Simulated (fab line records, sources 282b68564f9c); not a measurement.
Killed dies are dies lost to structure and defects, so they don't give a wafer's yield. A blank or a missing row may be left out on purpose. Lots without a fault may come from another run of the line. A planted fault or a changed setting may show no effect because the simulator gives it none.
Split-lot experiment | flow rit_cmos | 5 lots, 23 wafers read, on a route of 202 steps

THE SPLIT
At RIT_NWELL_SOFTBAKE_02 (time 60 s), the setting temp_c was moved away from the recipe's 90 C on 7 of the 23 wafers read, by -2.1% to +3.2%. The other wafers ran this setting at the recipe's value.

FROM THE SPLIT TO THE READING: what the file shows between them, 2 steps
- RIT_NWELL_EXPOSE_03: exposes mask M2, target cd 43900 nm
- RIT_NWELL_PEB_04

THE READING
NOVOLAK_of_NWELL_COAT_01.thk_nm (the simulator's own value, which no gauge read), in nm, at RIT_NWELL_DEVELOP_05 (develop time 68 s). The file gives no usual value for it. The 16 wafers here that ran the recipe average 1298 nm, standard deviation 2 nm.

wafer  | tool, chamber at the split | temp_c as run, C | against the recipe | NOVOLAK_of_NWELL_COAT_01.thk_nm, nm | against lot-mates on the recipe
L075.1 | litho_track-04, 0          | 88.15            | -2.1%              | 1307                                | +7
L075.3 | litho_track-04, 0          | 90               | recipe             | 1300                                | -
L075.4 | litho_track-04, 0          | 90               | recipe             | 1300                                | -
L075.5 | litho_track-04, 0          | 90               | recipe             | 1299                                | -
L075.6 | litho_track-04, 0          | 88.15            | -2.1%              | 1304                                | +4
L079.2 | litho_track-01, 0          | 90               | recipe             | 1297                                | -
L079.3 | litho_track-01, 0          | 90               | recipe             | 1297                                | -
L079.4 | litho_track-01, 0          | 90               | recipe             | 1300                                | -
L079.5 | litho_track-01, 0          | 90               | recipe             | 1299                                | -
L079.6 | litho_track-01, 0          | 90               | recipe             | 1299                                | -
L080.1 | litho_track-01, 0          | 92.88            | +3.2%              | 1282                                | -12
L080.2 | litho_track-01, 0          | 90               | recipe             | 1295                                | -
L080.3 | litho_track-01, 0          | 92.88            | +3.2%              | 1283                                | -11
L080.5 | litho_track-01, 0          | 90               | recipe             | 1293                                | -
L080.6 | litho_track-01, 0          | 92.88            | +3.2%              | 1287                                | -7
L082.1 | litho_track-04, 0          | 88.27            | -1.9%              | 1307                                | +8
L082.2 | litho_track-04, 0          | 90               | recipe             | 1300                                | -
L082.4 | litho_track-04, 0          | 90               | recipe             | 1297                                | -
L082.5 | litho_track-04, 0          | 90               | recipe             | 1299                                | -
L082.6 | litho_track-04, 0          | 88.27            | -1.9%              | 1308                                | +9
L084.2 | litho_track-04, 0          | 90               | recipe             | 1296                                | -
L084.4 | litho_track-04, 0          | 90               | recipe             | 1297                                | -
L084.6 | litho_track-04, 0          | 90               | recipe             | 1297                                | -

THE FIT
A straight line over all 23 wafers: NOVOLAK_of_NWELL_COAT_01.thk_nm changes by -4.33 nm for each +1% of temp_c; r = -0.95; the points scatter about the line by 2 nm.
The same after taking each lot's own level away (the mean of its wafers on the recipe; 23 wafers): -3.31 nm for each +1%; r = -0.96; scatter 1.5 nm.
On that fit, the largest move of temp_c shifts the reading by 11 nm.
The lots' own levels span 1294.0 to 1299.7 nm, that is 2.9 times the standard deviation above.
So the lot-to-lot level changes the slope: the two fits differ.
Check: with one of the wafers moved furthest among these (+3.2%) left out of the fit, the line predicts -9.85 nm for it against its lot-mates. It came out at -12 nm against them.

OTHER SPLITS ON THESE WAFERS
These wafers also went through other splits before the reading. Each is held against what the fit with the lots' levels taken away leaves over:
other split on the same wafers | wafers away from the commonest value | r with NOVOLAK_of_NWELL_COAT_01.thk_nm (lot level and that fit taken away)
RIT_FOX2_OXIDATION_00 temp_c   | 18                                   | +0.14

THE FILE'S OWN FIT
NOVOLAK_of_NWELL_COAT_01.thk_nm changes by -3.32 nm for each +1% of temp_c, r = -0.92.
